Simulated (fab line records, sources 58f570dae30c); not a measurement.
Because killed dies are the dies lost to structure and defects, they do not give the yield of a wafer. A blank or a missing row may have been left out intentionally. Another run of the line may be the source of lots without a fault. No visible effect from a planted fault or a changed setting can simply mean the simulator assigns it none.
fab line records	flow berkeley_cmos170	part 2 of 2: steps 27 to 36 of 36
[record] lots = 5	wafers = 15	last_day = 13
route steps=331 shown NWELL@32 PWELL@34 WELLDRIVE@55 ACTIVE@60
lots that met no fault: from a run of the same line without faults
start_h: start of the lot's first displayed wafer, in hours after the record's first day	wait_h: how many hours have passed since the lot's step before this one	" as in the row above	L1.1+2: several wafers, shown together as one row	- no value, or no start given	* or withheld: withheld	< > ~ a bound
route shown NAME@n: a module of which the file shows steps, and the number in the route of the first	usual: mean and standard deviation over wafers with no fault	same: alike in all rows	chamber/n: place in a boat	sites: readings site by site	_std_site: standard deviation of those values	_edge_site: the outer-site mean with the inner-site mean subtracted	radius_mm: how far each site lies from the wafer's centre	mask NAME#n: copy n	behind: the most recent tool/chamber to have shaped the wafer	hold: the reason the lot was held/the length of the hold in hours/how it ended	device: the transistor (n, p or np) that didn't switch	end of line: tests run on the same wafers once the route is complete	a step with no rows: only its recipe	killed: at the first sort, the dies lost to defects and structure; wafer yield is something else	map: shows each die of a wafer: x if killed, . if not, _ if none is there
set.NAME: the setting the step ran with; set.NAME@STEP: the setting that earlier step ran with	model.NAME: the simulator's own value behind a step, which no gauge read
lots seen at some steps along the route; tables by step, rows by wafer
services: the hour from which a tool's chamber was out of use, counted from the record's first day as start_h (under 0 if before that day), plus the number of hours and why
[[steps]]
[step UCB170_WELLDRIVE_ANNEAL_03]
[recipe] temp_c = 1100	time_s = 900	ambient = N2
[usual] tube_center_temp_C = 1100/0.095	zone_power_centre_pct = 56/5.1
lot.wafer	tool	chamber	start_h	wait_h	tube_center_temp_C	zone_power_centre_pct
L074.2	furnace-02	0	71.44	2.9	1100.1	56
L074.4	"	0	"	"	1100.2	58
L074.6	"	0	"	"	1099.8	56
L078.3	furnace-01	0	95.93	4.3	1100.1	50
L078.4	"	0	"	"	1100.1	50
L078.6	"	0	"	"	1099.9	50
L085.2	furnace-04	0	129.25	5.6	1100	62
L085.3	"	0	"	"	1100.1	60
L085.5	"	0	"	"	1100	61
L090.1	furnace-04	0	155.20	8.1	1100.2	61
L090.2	"	0	"	"	1099.9	61
L090.3	"	0	"	"	1100	61
L095.1	furnace-04	0	185.02	4.8	1100.1	62
L095.2	"	0	"	"	1100.1	61
L095.4	"	0	"	"	1099.9	60
[step UCB170_WELLDRIVE_WET_ETCH_04]
[recipe] chemistry = BOE	dilution = 5:1	target = SiO2	temp_c = 25	time_s = 120
lot.wafer	tool	chamber	start_h	wait_h
L074.2+4+6	wet_bench-02	0	72.69	0.0
L078.3+4+6	wet_bench-02	1	97.49	0.3
L085.2+3+5	wet_bench-01	1	130.50	0.0
L090.1+2+3	wet_bench-02	2	159.42	3.0
L095.1+2+4	wet_bench-01	3	187.75	1.5
[step UCB170_ACTIVE_CLEAN_00]
[recipe] chemistry = SPM	temp_c = 120	time_s = 600
lot.wafer	tool	chamber	start_h	wait_h
L074.2+4+6	wet_bench-04	2	72.77	0.0
L078.3+4+6	wet_bench-02	0	97.78	0.3
L085.2+3+5	wet_bench-02	1	130.55	0.0
L090.1+2+3	wet_bench-02	1	160.06	0.6
L095.1+2+4	wet_bench-01	2	188.01	0.2
[step UCB170_ACTIVE_CLEAN_01]
[recipe] chemistry = dHF	dilution = 25:1	time_s = 60
lot.wafer	tool	chamber	start_h	wait_h
L074.2+4+6	wet_bench-04	0	72.94	0.0
L078.3+4+6	wet_bench-02	0	98.15	0.2
L085.2+3+5	wet_bench-04	3	130.72	0.0
L090.1+2+3	wet_bench-02	2	160.43	0.2
L095.1+2+4	wet_bench-01	0	188.58	0.4
[step UCB170_ACTIVE_OXIDATION_02]
[recipe] temp_c = 1000	ambient = O2	target_thk_a = 264	ox_time_s = 1260
[usual] ox_temp_c_max = 1004.0/0.88	tube_center_temp_C = 1000/0.096	zone_power_centre_pct = 47/3.4
lot.wafer	tool	chamber	start_h	wait_h	ox_temp_c_max	tube_center_temp_C	zone_power_centre_pct
L074.2	furnace-01	0	77.46	4.5	1003.9	999.94	45
L074.4	"	0	"	"	1003.6	1000.1	45
L074.6	"	0	"	"	1003.7	999.9	44
L078.3	furnace-01	0	104.09	5.9	1004.6	999.92	44
L078.4	"	0	"	"	1003.9	999.93	44
L078.6	"	0	"	"	1003.4	999.96	44
L085.2	furnace-01	0	136.66	5.9	1004.9	1000	44
L085.3	"	0	"	"	1003.8	1000	45
L085.5	"	0	"	"	1003.3	999.99	45
L090.1	furnace-01	0	164.53	4.1	1004.1	1000.1	45
L090.2	"	0	"	"	1003.9	999.98	45
L090.3	"	0	"	"	1005.2	999.93	45
L095.1	furnace-02	0	193.33	4.7	1004.3	999.98	50
L095.2	"	0	"	"	1003.0	999.95	50
L095.4	"	0	"	"	1003.7	999.91	52
[step UCB170_ACTIVE_THK_MEAS_03]
[recipe] reads = SiO2_of_ACTIVE_OXIDATION_02
[usual] ACTIVE_OXIDE_THK = 26.2/0.44
lot.wafer	tool	chamber	start_h	wait_h	ACTIVE_OXIDE_THK[nm]
L074.2	film_metro-02	-	78.82	0.0	26.0
L074.4	"	-	"	"	26.5
L074.6	"	-	"	"	26.1
L078.3	film_metro-01	-	105.46	0.0	27.3
L078.4	"	-	"	"	27.2
L078.6	"	-	"	"	26.9
L085.2	film_metro-02	-	138.02	0.0	26.0
L085.3	"	-	"	"	26.0
L085.5	"	-	"	"	26.2
L090.1	film_metro-01	-	165.88	0.0	25.9
L090.2	"	-	"	"	25.7
L090.3	"	-	"	"	26.2
L095.1	film_metro-04	-	194.68	0.0	25.7
L095.2	"	-	"	"	25.9
L095.4	"	-	"	"	26.1
[step UCB170_ACTIVE_ANNEAL_04]
[recipe] temp_c = 1000	time_s = 900	ambient = N2
[usual] tube_center_temp_C = 1000/0.083	zone_power_centre_pct = 49/3.6
lot.wafer	tool	chamber	start_h	wait_h	tube_center_temp_C	zone_power_centre_pct
L074.2	furnace-02	0	81.38	2.5	1000.1	50
L074.4	"	0	"	"	999.94	52
L074.6	"	0	"	"	999.93	51
L078.3	furnace-02	0	109.14	3.7	999.99	51
L078.4	"	0	"	"	1000.1	50
L078.6	"	0	"	"	1000	51
L085.2	furnace-01	0	142.38	4.3	999.91	45
L085.3	"	0	"	"	1000	44
L085.5	"	0	"	"	999.85	45
L090.1	furnace-01	0	172.58	6.7	999.87	45
L090.2	"	0	"	"	1000.1	44
L090.3	"	0	"	"	999.99	45
L095.1	furnace-04	0	198.30	3.6	999.93	54
L095.2	"	0	"	"	1000.1	54
L095.4	"	0	"	"	1000	55
[step UCB170_ACTIVE_CVD_05]
[recipe] material = Si3N4	target_thk_nm = 220	temp_c = 800	precursor = SiH2Cl2/NH3	time_s = 3300	pressure_mtorr = 200	sih2cl2_flow_sccm = 25	nh3_flow_sccm = 75
[usual] zone_power_centre_pct = 38/3.4
lot.wafer	tool	chamber	start_h	wait_h	zone_power_centre_pct
L074.2	lpcvd-02	1	82.63	0.0	34
L074.4	"	1	"	"	34
L074.6	"	1	"	"	33
L078.3	lpcvd-02	1	110.39	0.0	35
L078.4	"	1	"	"	33
L078.6	"	1	"	"	33
L085.2	lpcvd-01	1	143.63	0.0	40
L085.3	"	1	"	"	40
L085.5	"	1	"	"	41
L090.1	lpcvd-01	0	173.83	0.0	35
L090.2	"	0	"	"	35
L090.3	"	0	"	"	35
L095.1	lpcvd-01	1	199.65	0.1	41
L095.2	"	1	"	"	41
L095.4	"	1	"	"	41
[step UCB170_ACTIVE_THK_MEAS_06]
[recipe] reads = Si3N4_of_ACTIVE_CVD_05
[usual] ACTIVE_NITRIDE_THK = 220.6/2
lot.wafer	tool	chamber	start_h	wait_h	ACTIVE_NITRIDE_THK[nm]
L074.2	film_metro-02	-	85.51	0.0	220.9
L074.4	"	-	"	"	218.7
L074.6	"	-	"	"	220.6
L078.3	film_metro-02	-	112.33	0.0	217.8
L078.4	"	-	"	"	218.7
L078.6	"	-	"	"	217.6
L085.2	film_metro-02	-	146.51	0.0	218.8
L085.3	"	-	"	"	219.6
L085.5	"	-	"	"	220.0
L090.1	film_metro-02	-	175.75	0.0	223.2
L090.2	"	-	"	"	224.0
L090.3	"	-	"	"	224.1
L095.1	film_metro-02	-	201.57	0.0	217.9
L095.2	"	-	"	"	218.8
L095.4	"	-	"	"	218.7
[step UCB170_ACTIVE_HMDS_07]
[recipe] prime_time_s = 60	prime_temp_c = 100
[usual] chill_plate_temp_C = 23.03/0.12	resist_line_temp_C = 23.00/0.11
lot.wafer	tool	chamber	start_h	wait_h	chill_plate_temp_C	resist_line_temp_C
L074.2	litho_track-03	0	85.59	0.1	22.93	22.97
L074.4	"	0	"	"	22.87	23.03
L074.6	"	0	"	"	22.82	22.94
L078.3	litho_track-03	0	112.50	0.2	23.03	23.00
L078.4	"	0	"	"	23.10	23.04
L078.6	"	0	"	"	22.94	23.02
L085.2	litho_track-04	0	146.59	0.1	22.86	22.96
L085.3	"	0	"	"	22.94	22.83
L085.5	"	0	"	"	23.04	22.86
L090.1	litho_track-03	0	176.02	0.3	23.14	22.92
L090.2	"	0	"	"	23.11	22.96
L090.3	"	0	"	"	23.16	22.84
L095.1	litho_track-01	0	201.63	0.1	22.85	23.05
L095.2	"	0	"	"	22.90	23.04
L095.4	"	0	"	"	23.06	23.13
[[services]]
tool	chamber	start_h	hours	kind
krf_scanner-02	-	13.88	1.3	pm
implanter-03	-	36.52	3.1	repair
rie_diel-02	2	42.27	16.7	repair
implanter-04	-	48.50	16.5	repair
krf_scanner-01	-	53.93	0.7	repair
furnace-01	-	57.44	3.3	pm
krf_scanner-01	-	61.06	0.5	repair
rie_diel-02	-	62.92	15.6	pm
krf_scanner-01	-	64.26	7.2	pm
krf_scanner-02	-	98.18	4.5	repair
krf_scanner-01	-	109.82	1.6	repair
implanter-03	-	111.84	1.8	repair
krf_scanner-02	-	123.18	0.2	repair
rie_diel-02	-	126.64	0.5	repair
krf_scanner-02	-	127.49	1.0	pm
krf_scanner-01	-	140.08	3.1	repair
lpcvd-02	-	140.17	1.3	repair
furnace-02	-	142.78	4.1	pm
rie_diel-03	0	146.21	23.2	repair
krf_scanner-01	-	152.29	0.8	pm
krf_scanner-01	-	157.21	1.0	pm
implanter-04	-	159.12	2.4	repair
krf_scanner-02	-	189.34	3.6	pm
krf_scanner-02	-	192.90	1.3	pm
